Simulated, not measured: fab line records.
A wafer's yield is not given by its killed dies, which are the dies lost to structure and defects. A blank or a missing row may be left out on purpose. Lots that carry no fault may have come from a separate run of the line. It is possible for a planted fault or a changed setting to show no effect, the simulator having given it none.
One fault seen from 2 desks | flow berkeley_cmos170 | what lay behind the numbers comes last; until then each desk has only its own

== THE METROLOGY DESK ==
What the gauges read for every lot (on any tool): the sampled wafers with a number, averaged. Marked OUT: a lot whose mean sits more than 4 standard deviations from the usual mean, which makes it out of limits; the brackets give that distance.
Columns: A = cd_nm at UCB170_NSD_CD_MEAS_06, usual 1199.6 nm; B = cd_nm at UCB170_M2_CD_MEAS_15, usual 700.1 nm
lot  | first seen here | A      | B
L559 | day 8 01:10     | 1201.0 | 699.5
L558 | day 8 01:19     | 1198.5 | 701.1
L562 | day 8 09:52     | 1200.5 | 701.1
L560 | day 8 10:11     | 1200.4 | 699.1
L563 | day 9 02:53     | 1199.4 | 699.6
L564 | day 9 08:41     | 1203.1 | 698.8
L566 | day 9 08:43     | 1199.9 | 700.5
L571 | day 10 13:56    | 1199.8 | 700.1
L573 | day 10 21:02    | 1199.6 | 699.7
L576 | day 11 03:13    | 1197.5 | 701.5
L577 | day 11 09:23    | 1200.0 | 698.6
L578 | day 12 00:01    | 1198.5 | 702.2
L579 | day 12 00:17    | 1197.4 | 699.7
L581 | day 12 13:44    | 1198.8 | 703.5
This desk's verdict: no lot among the 14 shows anything out of limits.

== TOOL OWNER'S DESK, rie_metal-02 ==
The tool's own readings at UCB170_M1_METAL_ETCH_12 (etches Al in Cl2/BCl3, stops on PSG, target depth 780 nm, time 130 s): means of the sampled wafers that have a number, for each lot that ran on this tool. Marked OUT: a lot whose mean sits more than 4 standard deviations from the usual mean, which makes it out of limits; the brackets give that distance.
Columns: A = bias_w at UCB170_M1_METAL_ETCH_12, usual 120.0 W; B = drypump_motor_current_A at UCB170_M1_METAL_ETCH_12, usual 5.7 A; C = oes_product_au at UCB170_M1_METAL_ETCH_12, usual 0.855 a.u.; D = throttle_valve_pct at UCB170_M1_METAL_ETCH_12, usual 24.15 %
lot  | first seen here | A               | B   | C     | D
L559 | day 8 10:29     | 120.1           | 5.5 | 0.858 | 24.23
L562 | day 8 18:56     | 120.5           | 5.5 | 0.856 | 24.21
L563 | day 9 13:19     | 108.4 (-34) OUT | 5.4 | 0.868 | 24.34
L566 | day 9 19:24     | 109.1 (-32) OUT | 5.4 | 0.866 | 24.35
L579 | day 12 09:37    | 119.9           | 5.6 | 0.849 | 24.11
L581 | day 12 23:20    | 120.2           | 5.4 | 0.862 | 24.42
Finding of this desk: L563, L566 out of limits; the first was L563 at day 9 13:19, on bias_w at UCB170_M1_METAL_ETCH_12. In limits: L559, L562, L579, L581.

== PUT TOGETHER ==
On L563, L566, at day 9 13:19, an alarm was possible from the tool owner's desk.
Metrology desk: nothing out of limits seen.
The metrology desk has L563, L566 on record, within its limits.
The lots listed all ran UCB170_M1_METAL_ETCH_12 on rie_metal-02.

== WHAT THE SIMULATOR HAD INSERTED ==
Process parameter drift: rie_metal-02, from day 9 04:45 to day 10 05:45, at UCB170_M1_METAL_ETCH_12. A move of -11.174 in setting bias_w, from 120. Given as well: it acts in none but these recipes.
Shown lots that were struck: L563, L566.
Time in hours from fault onset to the first out-of-limits reading at each desk: the tool owner's desk, 9.
